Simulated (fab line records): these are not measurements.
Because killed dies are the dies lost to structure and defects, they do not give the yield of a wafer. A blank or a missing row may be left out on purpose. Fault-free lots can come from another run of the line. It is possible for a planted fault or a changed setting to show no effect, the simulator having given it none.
Problem report, 8D (eight disciplines) form, completed by code + flow berkeleyCmos170 + the parts of the form that need people (team, actions taken, sign-off) are left out

1. THE ISSUE
stripTimeToEndpointS at UCB170_ZERO_STRIP_07 reads a mean of 24.84 s on 6 wafers of 2 lots; wafers without a fault read 21.47 s with a standard deviation of 0.055. That puts it +61 standard deviations away from the usual mean.
The step: strips in O2.
First seen on wafer L874.3, day 3 09:44, on plasmaAsher-01. At this step, 42 wafers from 14 lots have a number in the record. Rule for "out" (also "out of limits"): further than 4 standard deviations from the usual mean. Any other wafer with a number is counted as sound.

2. WHAT IT IS, AND WHAT IT ISN'T
| question                    | is                             | is not                                                                                                   |
|-----------------------------|--------------------------------|----------------------------------------------------------------------------------------------------------|
| which readings at this step | stripTimeToEndpointS           | drypumpMotorCurrentA                                                                                     |
| which lots                  | L874, L875                     | L867, L868, L869, L870, L871, L881, L883, L885, L887, L888, L889, L890                                   |
| which wafers of those lots  | all that have a number         | -                                                                                                        |
| read on which tools         | plasmaAsher-01, plasmaAsher-02 | plasmaAsher-04                                                                                           |
| when                        | from day 3 09:44               | up to then (15 sound wafers); but 21 sound wafers of L881, L883, L885, L887, L888, L889, L890 came after |

3. SUSPECTS, AND WHAT RULES EACH OUT
Counting: a tool at a process step up to the reading stays a suspect if it ran every lot that is out and no sound lot after the first of them.
- lithoTrack-03 at UCB170_ZERO_COAT_01 (resist thk 900 nm): ruled out as a lasting fault. After its first lot that is out, L874 (day 3 08:55), sound lots L889 ran on it.
Left after counting: nothing in the record.

4. THE CAUSE (what the simulator had put in)
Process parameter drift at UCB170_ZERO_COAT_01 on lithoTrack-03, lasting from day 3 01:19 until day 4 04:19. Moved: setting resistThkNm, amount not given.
Counting ruled it out, wrongly: the rule takes a fault to strike every lot that its tool runs from its start on, and this one did not.

5. SEQUENCE OF EFFECTS, ordered by route
Each row: a reading whose mean over the struck wafers that have a number lies more than 3 standard deviations from the usual. Only readings for which the record gives a usual standard deviation are gone through. hours: the time from each lot's start at the first step in this table that gives one to its start at this step, as a median over the lots. sigmas: the change in usual standard deviations.
| hours | step                 | reading              | usual   | on struck wafers | change | sigmas |
|-------|----------------------|----------------------|---------|------------------|--------|--------|
| 0     | UCB170_ZERO_STRIP_07 | stripTimeToEndpointS | 21.47 s | 24.84            | +3.37  | +61    |
Here are the process steps it includes:
- UCB170_ZERO_STRIP_07: strips in O2.
At these later measuring or inspecting steps, every struck wafer for which the step has a row has a number for every such reading, and none has moved that far: UCB170_GATE_THK_MEAS_02, UCB170_PLDD_OVL_MEAS_07, UCB170_CONTACT_THK_MEAS_02.

6. HOW IT WOULD HAVE BEEN CAUGHT EARLIER
In this record no reading fell out of limits until day 3 09:44, 8 hours after the fault had begun at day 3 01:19.
